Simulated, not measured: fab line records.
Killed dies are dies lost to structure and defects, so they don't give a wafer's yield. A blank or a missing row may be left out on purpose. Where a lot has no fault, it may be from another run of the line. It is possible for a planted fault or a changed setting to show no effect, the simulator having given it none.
Struck lot and sound lot, side by side / flow berkeley-cmos170 / 16 steps out of a route of 331
Sound: the wafers L588.1, L588.4, L588.6. Struck: wafers L598.3, L598.5, L598.6. The cause is given at the end.
Order at every step that has rows: each side's tool, ch and its chambers, its first start. Under that, the readings that differ: sound wafers / struck wafers / difference of the means / sigmas: that difference in standard deviations of wafers without a fault.
alike: words and numbers the same on both sides, and readings whose means are apart by under 2 such deviations; not compared: readings that were withheld, readings missing a value for some wafer, numbers with overlapping values and no deviation given by the record, and bounds like >300 which may hide the same value.
The two part at a step that has a row with sigmas, a row that says differs or no value, or rows on one side only. Non-overlapping numbers with no deviation appear without sigmas and do not part them. A reading that every wafer of one side lacks parts them only if that side has two wafers or more.

UCB170_V1_CMP_02: polishes SiO2.
  sound on cmp-02 ch 1,3, day 10 17:42; struck on cmp-02 ch 0,1,2, day 12 13:56
  alike: motor-current-A
UCB170_V1_BOW_MEAS_03:
  sound on film-metro-04 at day 10 17:58; struck on film-metro-03 at day 12 14:07
  alike: V1_BOW
UCB170_V1_THK_MEAS_04:
  sound on film-metro-04 at day 10 18:05; struck on film-metro-03 at day 12 14:13
  alike: V1_POLISHED_THK
then, 7 steps without rows for these wafers: UCB170_V1_CLEAN_05 (cleans in DIW); UCB170_V1_HMDS_06 (prime time 60 s); UCB170_V1_COAT_07 (resist thk 900 nm); UCB170_V1_SOFTBAKE_08 (time 60 s); UCB170_V1_EXPOSE_09 (exposes mask VIA1, target cd 700 nm); UCB170_V1_PEB_10; UCB170_V1_DEVELOP_11 (develop time 45 s).
UCB170_V1_CD_MEAS_12: target cd 700 nm.
  sound on cd-sem-01 at day 10 19:10; struck on cd-sem-01 at day 12 15:45
  alike: cd-nm
UCB170_V1_OVL_MEAS_13:
  sound on overlay-01 at day 10 19:17; struck on overlay-02 at day 12 15:50
  alike: V1_OVL
UCB170_V1_ETCH_14: etches SiO2 in CHF3/CF4/Ar, stops on Al, target depth 1250 nm, time 291 s.
  sound on rie-diel-02 ch 0,2, day 10 19:19; struck on rie-diel-02 ch 0,1, day 12 15:52
reading=oes-product-au (a.u.); sound=0.898 0.873 0.895; struck=0.813 0.818 0.822; difference=-0.071; sigmas=-6
reading=over-etch-frac; sound=0.25 0.25 0.25; struck=0.40924 0.40924 0.40924; difference=+0.15924; sigmas=
reading=throttle-valve-pct (%); sound=7.12 6.87 7.10; struck=6.87 6.86 6.68; difference=-0.23; sigmas=-2
reading=model.KrF_of_V1_COAT_07.thk-nm (nm); sound=607.7 612.5 609; struck=575.6 576.6 583.1; difference=-31.3; sigmas=
  alike: cf4-flow-sccm, drypump-motor-current-A, mfc-ar-sccm
  not compared: rf-hours-counter-h
UCB170_V1_STRIP_15: strips in O2.
  sound on plasma-asher-04 ch 1, day 10 19:30; struck on plasma-asher-03 ch 0,1, day 12 16:04
reading=strip-time-to-endpoint-s (s); sound=15.25 15.37 15.28; struck=14.49 14.51 14.67; difference=-0.74; sigmas=-6
  alike: drypump-motor-current-A, oes-product-au
  not compared: rf-hours-counter-h
UCB170_V1_CD_MEAS_90: target cd 700 nm.
  sound on cd-sem-02 at day 10 19:36; struck on cd-sem-01 at day 12 16:14
  alike: cd-nm
UCB170_M3_PROBE_99:
  the record has rows for the sound wafers here (prober-01, day 11 04:43) and none for the struck ones

WHERE THEY PART
At UCB170_V1_ETCH_14 first; at UCB170_M3_PROBE_99 last (within this record only).

WHY: what the simulator had put in
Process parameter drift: rie-diel-02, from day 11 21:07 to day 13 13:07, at UCB170_V1_ETCH_14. From 0.25, the setting over-etch-frac moved by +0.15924. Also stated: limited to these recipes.
